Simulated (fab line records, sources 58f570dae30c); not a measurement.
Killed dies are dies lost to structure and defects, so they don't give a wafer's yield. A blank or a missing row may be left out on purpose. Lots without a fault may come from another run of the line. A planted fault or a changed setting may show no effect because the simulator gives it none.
Split-lot experiment | flow berkeley_cmos170 | 5 lots, 23 wafers read, on a route of 331 steps

THE SPLIT
At UCB170_M2_PEB_13, the setting peb_temp_c was moved away from the recipe's 130 C on 10 of the 23 wafers read, by -2.4% to +1.1%. The other wafers ran this setting at the recipe's value.

FROM THE SPLIT TO THE READING: what the file shows between them, 5 steps
- UCB170_M2_DEVELOP_14: develop time 45 s
- UCB170_M2_CD_MEAS_15: target cd 700 nm
- UCB170_M2_ETCH_17: etches BARC in N2/H2
- UCB170_M2_METAL_ETCH_18: etches Al in Cl2/BCl3, stops on SiO2, target depth 1170 nm, time 195 s (also split here: icp_w)
- UCB170_M2_STRIP_19: strips in O2

THE READING
cd_nm, in nm, at UCB170_M2_CD_MEAS_90 (target cd 700 nm). Fault-free wafers of this fab line usually give 699.6 nm, standard deviation 2.2 nm.

wafer  | tool, chamber at the split | peb_temp_c as run, C | against the recipe | cd_nm, nm | against lot-mates on the recipe
L080.1 | litho_track-01, 0          | 126.9                | -2.4%              | 725.3     | +26.0
L080.2 | litho_track-01, 0          | 126.9                | -2.4%              | 729.2     | +29.9
L080.4 | litho_track-01, 0          | 130                  | recipe             | 697.2     | -
L080.5 | litho_track-01, 0          | 130                  | recipe             | 699.9     | -
L080.6 | litho_track-01, 0          | 130                  | recipe             | 700.9     | -
L082.2 | litho_track-02, 0          | 130                  | recipe             | 697.4     | -
L082.3 | litho_track-02, 0          | 130                  | recipe             | 698.9     | -
L082.6 | litho_track-02, 0          | 130                  | recipe             | 698.8     | -
L081.1 | litho_track-04, 0          | 130                  | recipe             | 701.9     | -
L081.2 | litho_track-04, 0          | 128.1                | -1.5%              | 719.8     | +21.0
L081.3 | litho_track-04, 0          | 130                  | recipe             | 695.7     | -
L081.4 | litho_track-04, 0          | 128.1                | -1.5%              | 716.2     | +17.4
L081.6 | litho_track-04, 0          | 128.1                | -1.5%              | 708.9     | +10.1
L085.1 | litho_track-02, 0          | 130                  | recipe             | 698.2     | -
L085.2 | litho_track-02, 0          | 131.4                | +1.1%              | 696.0     | -3.8
L085.3 | litho_track-02, 0          | 131.4                | +1.1%              | 689.7     | -10.0
L085.4 | litho_track-02, 0          | 131.4                | +1.1%              | 691.1     | -8.6
L085.6 | litho_track-02, 0          | 130                  | recipe             | 701.3     | -
L084.1 | litho_track-01, 0          | 128.9                | -0.8%              | 716.3     | +11.8
L084.2 | litho_track-01, 0          | 130                  | recipe             | 707.2     | -
L084.3 | litho_track-01, 0          | 128.9                | -0.8%              | 709.2     | +4.7
L084.4 | litho_track-01, 0          | 130                  | recipe             | 701.1     | -
L084.5 | litho_track-01, 0          | 130                  | recipe             | 705.1     | -

THE FIT
A straight line over all 23 wafers: cd_nm changes by -10.3 nm for each +1% of peb_temp_c; r = -0.94; the points scatter about the line by 3.7 nm.
The same after taking each lot's own level away (the mean of its wafers on the recipe; 23 wafers): -10.4 nm for each +1%; r = -0.95; scatter 3.2 nm.
On that fit, the largest move of peb_temp_c shifts the reading by 25 nm.
The lots' own levels span 698.37 to 704.47 nm, that is 2.8 times the standard deviation above.
So the lot-to-lot level changes the slope little: the two slopes agree.
Check: with one of the wafers moved furthest among these (-2.4%) left out of the fit, the line predicts +25.5 nm for it against its lot-mates. It came out at +26 nm against them.

OTHER SPLITS ON THESE WAFERS
These wafers also went through other splits before the reading. Each is held against what the fit with the lots' levels taken away leaves over:
other split on the same wafers | wafers away from the commonest value | r with cd_nm (lot level and that fit taken away)
UCB170_M1_PEB_07 peb_temp_c    | 9                                    | +0.08
UCB170_V1_PEB_10 peb_temp_c    | 4                                    | +0.14
UCB170_M2_SPUTTER_01 time_s    | 10                                   | +0.07
UCB170_M2_METAL_ETCH_18 icp_w  | 12                                   | -0.64

THE WHOLE CHAIN: every reading that the file lists as answering this split, in the file's order
step                    | what it does                                                           | reading                                                   | change (the file's fit)              | r (the file's)
UCB170_M2_CD_MEAS_15    | target cd 700 nm                                                       | cd_nm                                                     | -9.58 nm for each +1% of the setting | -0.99
UCB170_M2_ETCH_17       | etches BARC in N2/H2                                                   | M2.cd_nm (the simulator's own value, which no gauge read) | -9.64 nm for each +1% of the setting | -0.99
UCB170_M2_METAL_ETCH_18 | etches Al in Cl2/BCl3, stops on SiO2, target depth 1170 nm, time 195 s | M2.cd_nm (the simulator's own value, which no gauge read) | -10.8 nm for each +1% of the setting | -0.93
UCB170_M2_CD_MEAS_90    | target cd 700 nm                                                       | cd_nm                                                     | -10.9 nm for each +1% of the setting | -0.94

THE FILE'S OWN FIT
cd_nm changes by -10.9 nm for each +1% of peb_temp_c, r = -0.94.
